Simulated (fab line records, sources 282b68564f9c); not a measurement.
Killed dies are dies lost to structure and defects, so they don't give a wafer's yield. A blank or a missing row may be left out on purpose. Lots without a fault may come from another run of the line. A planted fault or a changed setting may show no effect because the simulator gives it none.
A struck lot beside a sound one | flow rit_cmos | 14 steps out of a route of 202
Sound: wafers L256.1, L256.2, L256.6. Struck: wafers L247.2, L247.3, L247.5. The cause comes at the end.
At each step with rows: each side's tool, then ch and its chambers, then its first start. Under that, the readings that differ: sound wafers | struck wafers | difference of the means | sigmas: that difference in standard deviations of wafers without a fault.
alike: readings whose means differ by less than 2 such deviations, and words and numbers that are the same on both sides. not compared: withheld readings, readings that some wafer has no value for, bounds like >300 that may hide the same value, and numbers for which the record gives no deviation and whose values overlap.
The two part at a step that has a row with sigmas, a row that says differs or no value, or rows on one side only. Numbers that don't overlap but have no deviation are shown without sigmas and don't part them. A reading that every wafer of one side lacks parts them only if that side has two wafers or more.

RIT_GATE_STRIP_20: strips in O2, time 180 s.
  sound on plasma_asher-01 ch 0,1, day 6 07:47; struck on plasma_asher-02 ch 0,1, day 4 12:27
  alike: drypump_motor_current_A
  not compared: rf_hours_counter_h
RIT_GATE_CD_MEAS_90: target cd 150 nm.
  sound on cd_sem-01, day 6 07:58; struck on cd_sem-02, day 4 12:38
  alike: cd_nm
then, 4 steps without rows for these wafers: RIT_REOX_CLEAN_00 (cleans in SC1, time 600 s); RIT_REOX_CLEAN_01 (cleans in dHF, time 30 s); RIT_REOX_CLEAN_02 (cleans in SC2, time 600 s); RIT_REOX_OXIDATION_03 (target thk 25.2 nm, ox time 5580 s).
RIT_REOX_THK_MEAS_04:
  sound on film_metro-01, day 6 11:00; struck on film_metro-01, day 4 15:59
  alike: REOX_OXIDE_THK
then, 5 steps without rows for these wafers: RIT_NLDD_HMDS_00 (prime time 60 s); RIT_NLDD_COAT_01 (resist thk 1000 nm); RIT_NLDD_SOFTBAKE_02 (time 60 s); RIT_NLDD_EXPOSE_03 (exposes mask M7, target cd 40700 nm); RIT_NLDD_PEB_04.
RIT_NLDD_DEVELOP_05: develop time 50 s.
  sound on litho_track-04 ch 0, day 6 11:00; struck on litho_track-04, day 4 16:00
  no value came back on the struck wafers for chill_plate_temp_C (C), develop_time_s (s); on the sound wafers chill_plate_temp_C (C) reads 22.96 23.02 23.04
RIT_NLDD_OVL_MEAS_06:
  sound on overlay-01, day 6 12:03; struck on overlay-01, day 4 17:01
  reading       | sound          | struck | difference                    | sigmas
  NLDD_OVL (nm) | -2.2 -2.0 -0.1 | - - -  | no value on the struck wafers |

WHERE THEY PART
First at RIT_NLDD_DEVELOP_05; last, within this record, at RIT_NLDD_OVL_MEAS_06.

WHY: what the simulator had put in
Skipped step whole: litho_track-04, from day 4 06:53 on, at RIT_NLDD_DEVELOP_05. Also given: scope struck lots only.
